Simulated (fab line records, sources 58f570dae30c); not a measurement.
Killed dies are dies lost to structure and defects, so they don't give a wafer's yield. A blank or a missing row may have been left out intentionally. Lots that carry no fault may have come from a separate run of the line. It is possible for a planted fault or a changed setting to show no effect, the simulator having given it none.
The tool behind it: which one? + flow berkeley-cmos170 + 21 wafers from 7 lots sampled at 3 of the route's 331 steps

## WHAT THE GAUGES SHOWED, per wafer
UCB170_SDANNEAL_RS_MEAS_03: measures by four-point-probe.
| lot  | measured     | on            | NSD_RS (ohm/sq)   |
|------|--------------|---------------|-------------------|
| L175 | day 7 19:16  | film-metro-03 | 37.26 37.19 37.23 |
| L179 | day 8 21:51  | film-metro-02 | 37.30 37.32 37.12 |
| L183 | day 9 19:47  | film-metro-03 | 37.36 37.48 37.38 |
| L184 | day 10 07:53 | film-metro-03 | 37.48 37.34 37.44 |
| L186 | day 10 21:19 | film-metro-01 | 37.28 37.29 37.46 |
| L192 | day 11 13:56 | film-metro-01 | 37.43 37.49 37.45 |
| L195 | day 12 16:53 | film-metro-03 | 37.35 37.39 37.34 |

## WHAT TOOL EACH LOT RAN ON (gives the tool, then ch and the chambers of the sampled wafers, and finally the start)
| lot  | UCB170_SDANNEAL_RTA_00           | UCB170_SDANNEAL_RTA_01           |
|------|----------------------------------|----------------------------------|
| L175 | rtp-anneal-02 ch 0, day 7 19:01  | rtp-anneal-02 ch 0, day 7 19:05  |
| L179 | rtp-anneal-01 ch 0, day 8 21:35  | rtp-anneal-01 ch 0, day 8 21:40  |
| L183 | rtp-anneal-02 ch 0, day 9 19:25  | rtp-anneal-02 ch 0, day 9 19:33  |
| L184 | rtp-anneal-02 ch 0, day 10 07:37 | rtp-anneal-02 ch 0, day 10 07:41 |
| L186 | rtp-anneal-01 ch 0, day 10 21:04 | rtp-anneal-01 ch 0, day 10 21:08 |
| L192 | rtp-anneal-01 ch 0, day 11 13:42 | rtp-anneal-01 ch 0, day 11 13:46 |
| L195 | rtp-anneal-01 ch 0, day 12 16:38 | rtp-anneal-01 ch 0, day 12 16:42 |
- UCB170_SDANNEAL_RTA_00: time 10 s.
- UCB170_SDANNEAL_RTA_01: time 5 s.

## THE ANSWER, worked out from the rows above alone
Rule: the lots themselves supply what counts as usual. Put in order of their means at a reading, lots are off if they are a third of the lots or fewer, leave a main group of 4 or more, and stand apart from it by a gap of 3 or more times the standard deviation of the main group's means; of several such gaps the widest counts. A main group whose means are all the same, to the digits that the tables above print for the reading, isn't used. Also off: a lot with no number at a reading for which 4 or more lots have one. Any other lot the step has rows for is counted as sound.
No lot is off at any reading shown: from this, nothing can be told.

## WHAT HAD BEEN PUT IN BY THE SIMULATOR
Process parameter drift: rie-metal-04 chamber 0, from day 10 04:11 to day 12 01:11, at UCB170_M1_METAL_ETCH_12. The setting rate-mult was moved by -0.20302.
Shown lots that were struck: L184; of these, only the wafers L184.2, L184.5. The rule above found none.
